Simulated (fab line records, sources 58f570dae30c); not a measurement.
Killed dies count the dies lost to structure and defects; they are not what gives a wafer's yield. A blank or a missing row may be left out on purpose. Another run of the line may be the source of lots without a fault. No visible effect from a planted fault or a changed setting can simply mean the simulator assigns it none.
fab line records	flow berkeley_cmos170
record lots=5	wafers=23
route steps=331 shown M1@250 M2@272 V2@299 M3@314
start_h: hours from the record's first day to the start of the lot's first wafer shown	wait_h: hours elapsed since this lot's preceding step	" identical to the entry in the row above	L1.1+2: one row covering several wafers at once	- no value present, or no start provided	* or withheld: withheld	< > ~ a bound
route shown NAME@n: a module of which the file shows steps, and the number in the route of the first	usual: mean/standard deviation taken from wafers without a fault	same: alike in all rows	chamber/n: place in a boat	sites: per-site readings	_std_site: the standard deviation of these	_edge_site: the outer-site mean with the inner-site mean subtracted	radius_mm: how far each site lies from the wafer's centre	mask NAME#n: copy n	behind: the tool/chamber that last shaped the wafer	hold: why the lot was held/for how many hours/how that ended	device: the transistor (n, p or np) that didn't switch	end of line: the tests these same wafers got at the end of their route	step lacking rows: just its recipe	killed: dies lost to structure and defects at the first sort, not the wafer's yield	map: shows each die of a wafer: x if killed, . if not, _ if none is there
set.NAME: the run value of the setting; set.NAME@STEP: its run value at that earlier step	model.NAME: the simulator's own value behind a step, which no gauge read
lots whose settings were changed on purpose; a table a step, a row a wafer
## steps
# step UCB170_M1_METAL_ETCH_12
# recipe chemistry=Cl2/BCl3	target=Al	stop_on=PSG	pressure_mtorr=12	target_depth_a=7800	over_etch_frac=0.3	time_s=130	icp_w=600	bias_w=120	Cl2_flow_sccm=90	bcl3_flow_sccm=45
lot.wafer	tool	chamber	start_h	wait_h	set.time_s	model.KrF_of_M1_COAT_04.thk_nm
L074.1	rie_metal-04	0	135.93	-	117.9	498.9
L074.3	"	0	"	"	117.9	498.7
L074.4	"	0	"	"	117.9	492.3
L074.5	"	0	"	"	130	453.1
L074.6	"	0	"	"	130	458.3
L077.3	rie_metal-04	0	158.55	-	130	437.1
L077.5	"	1	"	"	130	447.8
L077.6	"	0	"	"	130	437.5
L079.1	rie_metal-01	0	163.12	-	130	419.2
L079.2	"	0	"	"	130	423.1
L079.4	"	0	"	"	135.6	404.4
L079.5	"	0	"	"	135.6	403.7
L079.6	"	0	"	"	130	425
L082.2	rie_metal-01	1	190.30	-	130	422.9
L082.3	"	1	"	"	142.3	380.5
L082.4	"	0	"	"	142.3	384.2
L082.5	"	0	"	"	142.3	382.3
L082.6	"	1	"	"	130	420.1
L083.1	rie_metal-02	0	190.63	-	130	423.8
L083.2	"	1	"	"	130	450.1
L083.3	"	0	"	"	130	420.7
L083.4	"	1	"	"	142.7	404.3
L083.5	"	0	"	"	142.7	376.9
# step UCB170_M1_STRIP_13
# recipe chemistry=O2	power_w=400	pressure_mtorr=3500	platen_temp_c=withheld	o2_flow_sccm=400	overash_fraction=0.5
# step UCB170_M1_CD_MEAS_90
# recipe target_cd_nm=700
# usual cd_nm=701/3.1
lot.wafer	tool	chamber	start_h	wait_h	set.dose_mj@M1_EXPOSE_06	cd_nm
L074.1	cd_sem-02	-	136.40	0.2	21	703
L074.3	"	-	"	"	21	702
L074.4	"	-	"	"	21	703
L074.5	"	-	"	"	21	700
L074.6	"	-	"	"	21	699
L077.3	cd_sem-01	-	158.78	0.1	21	693
L077.5	"	-	"	"	21	695
L077.6	"	-	"	"	21	695
L079.1	cd_sem-02	-	163.49	0.1	21	699
L079.2	"	-	"	"	21	702
L079.4	"	-	"	"	22.25	689
L079.5	"	-	"	"	22.25	689
L079.6	"	-	"	"	22.25	690
L082.2	cd_sem-01	-	190.57	0.1	21	697
L082.3	"	-	"	"	20.37	702
L082.4	"	-	"	"	20.37	704
L082.5	"	-	"	"	21	697
L082.6	"	-	"	"	21	696
L083.1	cd_sem-02	-	190.86	0.1	21	702
L083.2	"	-	"	"	20.44	709
L083.3	"	-	"	"	21	704
L083.4	"	-	"	"	20.44	706
L083.5	"	-	"	"	20.44	707
# step UCB170_M2_SPUTTER_01
# recipe material=Al	target_thk_nm=900	time_s=120	power_w=6000	chamber_pressure_pa=0.5
lot.wafer	tool	chamber	start_h	wait_h	set.time_s	model.Al_of_M2_SPUTTER_01.thk_nm
L074.1	pvd_sputter-02	-	146.44	0.0	137.8	1036
L074.3	"	-	"	"	120	891.3
L074.4	"	-	"	"	137.8	1023
L074.5	"	-	"	"	120	892.6
L074.6	"	-	"	"	137.8	1039
L077.3	pvd_sputter-03	-	165.26	0.0	120	895.7
L077.5	"	-	"	"	120	883.5
L077.6	"	-	"	"	120	901
L079.1	pvd_sputter-04	-	173.48	0.0	126.8	957.8
L079.2	"	-	"	"	120	895.4
L079.4	"	-	"	"	126.8	956.2
L079.5	"	-	"	"	126.8	942.9
L079.6	"	-	"	"	120	901.7
L082.2	pvd_sputter-03	-	196.69	0.0	120	915.4
L082.3	"	-	"	"	109.1	827.9
L082.4	"	-	"	"	120	906.5
L082.5	"	-	"	"	109.1	821.7
L082.6	"	-	"	"	109.1	836.2
L083.1	pvd_sputter-02	-	196.73	0.0	120	909.4
L083.2	"	-	"	"	106.8	795.8
L083.3	"	-	"	"	120	893.1
L083.4	"	-	"	"	106.8	775.8
L083.5	"	-	"	"	120	893.3
# step UCB170_M2_RS_MEAS_02
# recipe thk_meas_gauge=four-point-probe	reads=Al_of_M2_SPUTTER_01
# usual M2_AL_RS=0.0323/0.00036
lot.wafer	tool	chamber	start_h	wait_h	set.time_s@M2_SPUTTER_01	M2_AL_RS[ohm/sq]
L074.1	film_metro-02	-	146.52	0.0	137.8	0.0279
L074.3	"	-	"	"	120	0.0325
L074.4	"	-	"	"	137.8	0.0282
L074.5	"	-	"	"	120	0.0324
L074.6	"	-	"	"	137.8	0.0278
L077.3	film_metro-01	-	165.38	0.1	120	0.0325
L077.5	"	-	"	"	120	0.0329
L077.6	"	-	"	"	120	0.0322
L079.1	film_metro-01	-	173.57	0.0	126.8	0.0303
L079.2	"	-	"	"	120	0.0324
L079.4	"	-	"	"	126.8	0.0303
L079.5	"	-	"	"	126.8	0.0308
L079.6	"	-	"	"	120	0.0322
L082.2	film_metro-01	-	196.80	0.1	120	0.0317
L082.3	"	-	"	"	109.1	0.0352
L082.4	"	-	"	"	120	0.0319
L082.5	"	-	"	"	109.1	0.0354
L082.6	"	-	"	"	109.1	0.0347
L083.1	film_metro-02	-	196.82	0.0	120	0.0318
L083.2	"	-	"	"	106.8	0.0364
L083.3	"	-	"	"	120	0.0323
L083.4	"	-	"	"	106.8	0.0373
L083.5	"	-	"	"	120	0.0323
# step UCB170_M2_THK_MEAS_03
# recipe thk_meas_gauge=xrf	reads=Al_of_M2_SPUTTER_01
# usual M2_AL_THK=902/11
lot.wafer	tool	chamber	start_h	wait_h	set.time_s@M2_SPUTTER_01	M2_AL_THK[nm]
L074.1	film_metro-02	-	146.64	0.1	137.8	1042
L074.3	"	-	"	"	120	898
L074.4	"	-	"	"	137.8	1030
L074.5	"	-	"	"	120	902
L074.6	"	-	"	"	137.8	1052
L077.3	film_metro-01	-	165.48	0.1	120	905
L077.5	"	-	"	"	120	886
L077.6	"	-	"	"	120	909
L079.1	film_metro-01	-	173.69	0.1	126.8	968
L079.2	"	-	"	"	120	902
L079.4	"	-	"	"	126.8	961
L079.5	"	-	"	"	126.8	950
L079.6	"	-	"	"	120	911
L082.2	film_metro-01	-	196.91	0.1	120	920
L082.3	"	-	"	"	109.1	835
L082.4	"	-	"	"	120	914
L082.5	"	-	"	"	109.1	823
L082.6	"	-	"	"	109.1	834
L083.1	film_metro-02	-	196.94	0.1	120	918
L083.2	"	-	"	"	106.8	805
L083.3	"	-	"	"	120	908
L083.4	"	-	"	"	106.8	784
L083.5	"	-	"	"	120	903
# step UCB170_V2_COAT_07
# recipe resist=KrF	spin_rpm=1500	resist_thk_nm=900
lot.wafer	tool	chamber	start_h	wait_h	set.resist_thk_nm	model.KrF_of_V2_COAT_07.thk_nm
L074.1	litho_track-02	0	151.79	0.1	936.5	943.6
L074.3	"	0	"	"	900	906
L074.4	"	0	"	"	900	907
L074.5	"	0	"	"	936.5	943.3
L074.6	"	0	"	"	936.5	942.3
L077.3	litho_track-04	0	171.89	0.1	900	896.1
L077.5	"	0	"	"	900	896.9
L077.6	"	0	"	"	900	895.8
L079.1	litho_track-04	0	179.21	0.1	948.6	949.9
L079.2	"	0	"	"	900	896.3
L079.4	"	0	"	"	900	899.2
L079.5	"	0	"	"	948.6	947.8
L079.6	"	0	"	"	900	897.3
L082.2	litho_track-02	0	201.21	0.1	852.2	851.6
L082.3+5	"	0	"	"	900	901.3
L082.4	"	0	"	"	852.2	852
L082.6	"	0	"	"	852.2	851.3
L083.1	litho_track-02	0	202.10	0.1	926.5	919.4
L083.2	"	0	"	"	926.5	919.8
L083.3	"	0	"	"	900	892.1
L083.4	"	0	"	"	900	893.7
L083.5	"	0	"	"	926.5	920.1
# step UCB170_V2_SOFTBAKE_08
# recipe resist=KrF	temp_c=130	time_s=60
# step UCB170_V2_EXPOSE_09
# recipe mask_id=VIA2	target_cd_nm=700	na=0.5	sigma_outer=0.6	source_shape=conventional	dose_mj=37
# step UCB170_V2_ETCH_14
# recipe chemistry=CHF3/CF4/Ar	target=SiO2	stop_on=Al	CHF3_flow_sccm=45	cf4_flow_sccm=15	Ar_flow_sccm=150	pressure_mtorr=200	rf_w=700	target_depth_a=12500	over_etch_frac=0.25	time_s=291
lot.wafer	tool	chamber	start_h	wait_h	set.resist_thk_nm@V2_COAT_07	model.KrF_of_V2_COAT_07.thk_nm
L074.1	rie_diel-03	3	153.04	0.0	936.5	658.3
L074.3	"	0	"	"	900	628.1
L074.4	"	0	"	"	900	631.7
L074.5	"	1	"	"	936.5	645.9
L074.6	"	3	"	"	936.5	656
L077.3	rie_diel-01	3	173.41	0.0	900	607.4
L077.5	"	3	"	"	900	608
L077.6	"	0	"	"	900	596.7
L079.1	rie_diel-01	2	180.76	0.0	948.6	665.4
L079.2	"	0	"	"	900	594.9
L079.4	"	3	"	"	900	608.8
L079.5	"	0	"	"	948.6	648.7
L079.6	"	1	"	"	900	604.5
L082.2	rie_diel-04	1	202.83	0.0	852.2	566.9
L082.3	"	2	"	"	900	617.2
L082.4	"	0	"	"	852.2	558
L082.5	"	2	"	"	900	614.2
L082.6	"	1	"	"	852.2	566.1
L083.1	rie_diel-03	2	203.55	0.0	926.5	634.4
L083.2	"	3	"	"	926.5	635.6
L083.3	"	0	"	"	900	613.6
L083.4	"	3	"	"	900	606
L083.5	"	2	"	"	926.5	635.4
# step UCB170_V2_STRIP_15
# recipe chemistry=O2	power_w=400	pressure_mtorr=3500	platen_temp_c=withheld	o2_flow_sccm=400	overash_fraction=0.5
# usual strip_time_to_endpoint_s=15.33/0.18
lot.wafer	tool	chamber	start_h	wait_h	set.resist_thk_nm@V2_COAT_07	strip_time_to_endpoint_s
L074.1	plasma_asher-01	0	153.21	0.1	936.5	16.38
L074.3	"	1	"	"	900	15.73
L074.4	"	0	"	"	900	15.82
L074.5	"	0	"	"	936.5	16.10
L074.6	"	1	"	"	936.5	16.33
L077.3	plasma_asher-01	0	173.63	0.1	900	15.25
L077.5	"	0	"	"	900	15.26
L077.6	"	1	"	"	900	14.99
L079.1	plasma_asher-04	0	180.94	0.1	948.6	16.55
L079.2	"	1	"	"	900	14.95
L079.4	"	0	"	"	900	15.28
L079.5	"	1	"	"	948.6	16.15
L079.6	"	0	"	"	900	15.18
L082.2	plasma_asher-04	1	203.00	0.1	852.2	14.28
L082.3	"	0	"	"	900	15.48
L082.4	"	1	"	"	852.2	14.06
L082.5	"	0	"	"	900	15.40
L082.6	"	1	"	"	852.2	14.28
L083.1	plasma_asher-03	0	203.73	0.1	926.5	15.88
L083.2	"	1	"	"	926.5	15.84
L083.3	"	1	"	"	900	15.39
L083.4	"	0	"	"	900	15.21
L083.5	"	0	"	"	926.5	15.84
# step UCB170_M3_COAT_05
# recipe resist=KrF	spin_rpm=1500	resist_thk_nm=900
lot.wafer	tool	chamber	start_h	wait_h	set.spin_rpm	model.KrF_of_M3_COAT_05.thk_nm
L074.1	litho_track-04	0	154.46	0.1	1500	899.2
L074.3	"	0	"	"	1500	899.9
L074.4	"	0	"	"	1591	872
L074.5	"	0	"	"	1591	873.9
L074.6	"	0	"	"	1591	872.2
L077.3	litho_track-03	0	174.87	0.1	1500	900.6
L077.5	"	0	"	"	1500	900.4
L077.6	"	0	"	"	1500	900.8
L079.1	litho_track-03	0	181.64	0.1	1500	898.2
L079.2	"	0	"	"	1401	930.7
L079.4	"	0	"	"	1500	896.5
L079.5	"	0	"	"	1401	928.2
L079.6	"	0	"	"	1401	929.4
L082.2	litho_track-03	0	204.01	0.1	1591	874
L082.3	"	0	"	"	1591	869.6
L082.4	"	0	"	"	1591	871.4
L082.5	"	0	"	"	1500	896.6
L082.6	"	0	"	"	1500	895.3
L083.1	litho_track-03	0	204.43	0.1	1500	896.3
L083.2	"	0	"	"	1575	875.9
L083.3	"	0	"	"	1500	896.9
L083.4	"	0	"	"	1575	874
L083.5	"	0	"	"	1575	876.5
# step UCB170_M3_SOFTBAKE_06
# recipe resist=KrF	temp_c=130	time_s=60
# step UCB170_M3_STRIP_07
# recipe chemistry=O2	power_w=400	pressure_mtorr=3500	platen_temp_c=withheld	o2_flow_sccm=400	overash_fraction=0.5
# usual strip_time_to_endpoint_s=21.94/0.063
lot.wafer	tool	chamber	start_h	wait_h	set.spin_rpm@M3_COAT_05	strip_time_to_endpoint_s
L074.1	plasma_asher-03	0	154.76	0.1	1500	21.94
L074.3	"	1	"	"	1500	21.96
L074.4	"	0	"	"	1591	21.31
L074.5	"	1	"	"	1591	21.34
L074.6	"	0	"	"	1591	21.30
L077.3	plasma_asher-02	1	175.15	0.1	1500	21.99
L077.5	"	0	"	"	1500	21.97
L077.6	"	1	"	"	1500	21.98
L079.1	plasma_asher-02	0	181.94	0.1	1500	21.91
L079.2	"	1	"	"	1401	22.71
L079.4	"	1	"	"	1500	21.89
L079.5	"	1	"	"	1401	22.66
L079.6	"	0	"	"	1401	22.67
L082.2	plasma_asher-04	0	204.28	0.1	1591	21.34
L082.3	"	1	"	"	1591	21.23
L082.4	"	0	"	"	1591	21.28
L082.5	"	1	"	"	1500	21.88
L082.6	"	0	"	"	1500	21.84
L083.1	plasma_asher-02	0	204.73	0.1	1500	21.89
L083.2	"	1	"	"	1575	21.40
L083.3	"	1	"	"	1500	21.89
L083.4	"	0	"	"	1575	21.34
L083.5	"	1	"	"	1575	21.41
# step UCB170_M3_COAT_10
# recipe resist=KrF	spin_rpm=1500	resist_thk_nm=900
lot.wafer	tool	chamber	start_h	wait_h	set.spin_rpm	model.KrF_of_M3_COAT_10.thk_nm
L074.1	litho_track-04	0	-	-	1500	899.8
L074.3	"	0	"	"	1500	897.9
L074.4	"	0	"	"	1500	897
L074.5	"	0	"	"	1402	931.5
L074.6	"	0	"	"	1402	927.9
L077.3	litho_track-01	0	-	-	1500	896.3
L077.5	"	0	"	"	1500	898.2
L077.6	"	0	"	"	1500	897.6
L079.1	litho_track-04	0	-	-	1500	893.6
L079.2	"	0	"	"	1500	894.3
L079.4	"	0	"	"	1596	867.9
L079.5	"	0	"	"	1500	896
L079.6	"	0	"	"	1596	868.4
L082.2	litho_track-01	0	-	-	1500	897.6
L082.3	"	0	"	"	1399	930.8
L082.4	"	0	"	"	1399	926.7
L082.5	"	0	"	"	1399	929.4
L082.6	"	0	"	"	1500	895.8
L083.1	litho_track-01	0	-	-	1425	920.2
L083.2	"	0	"	"	1500	899.1
L083.3	"	0	"	"	1425	920.9
L083.4	"	0	"	"	1425	921.6
L083.5	"	0	"	"	1500	898.3
## key
split step=UCB170_M1_METAL_ETCH_12	setting=time_s	stated=130	by=wafer
response step=UCB170_M1_METAL_ETCH_12	reading=model.KrF_of_M1_COAT_04.thk_nm	change=-4.24	per=1%	r=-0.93
split step=UCB170_M2_SPUTTER_01	setting=time_s	stated=120	by=wafer
response step=UCB170_M2_SPUTTER_01	reading=model.Al_of_M2_SPUTTER_01.thk_nm	change=+9.61	per=1%	r=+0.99
response step=UCB170_M2_RS_MEAS_02	reading=M2_AL_RS	change=-0.000347	per=1%	r=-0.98
response step=UCB170_M2_THK_MEAS_03	reading=M2_AL_THK	change=+9.78	per=1%	r=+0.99
split step=UCB170_V2_COAT_07	setting=resist_thk_nm	stated=900	by=wafer
response step=UCB170_V2_COAT_07	reading=model.KrF_of_V2_COAT_07.thk_nm	change=+9.31	per=1%	r=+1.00
response step=UCB170_V2_ETCH_14	reading=model.KrF_of_V2_COAT_07.thk_nm	change=+8.97	per=1%	r=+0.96
response step=UCB170_V2_STRIP_15	reading=strip_time_to_endpoint_s	change=*	per=1%	r=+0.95
split step=UCB170_M3_COAT_05	setting=spin_rpm	stated=1500	by=wafer
response step=UCB170_M3_COAT_05	reading=model.KrF_of_M3_COAT_05.thk_nm	change=-4.42	per=1%	r=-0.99
response step=UCB170_M3_STRIP_07	reading=strip_time_to_endpoint_s	change=*	per=1%	r=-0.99
split step=UCB170_M3_COAT_10	setting=spin_rpm	stated=1500	by=wafer
response step=UCB170_M3_COAT_10	reading=model.KrF_of_M3_COAT_10.thk_nm	change=-4.57	per=1%	r=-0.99
split outside_this_file step=UCB170_M1_EXPOSE_06 setting=dose_mj
# split outside_this_file: this setting was split too, and the file shows its column; the key of that split is in another file
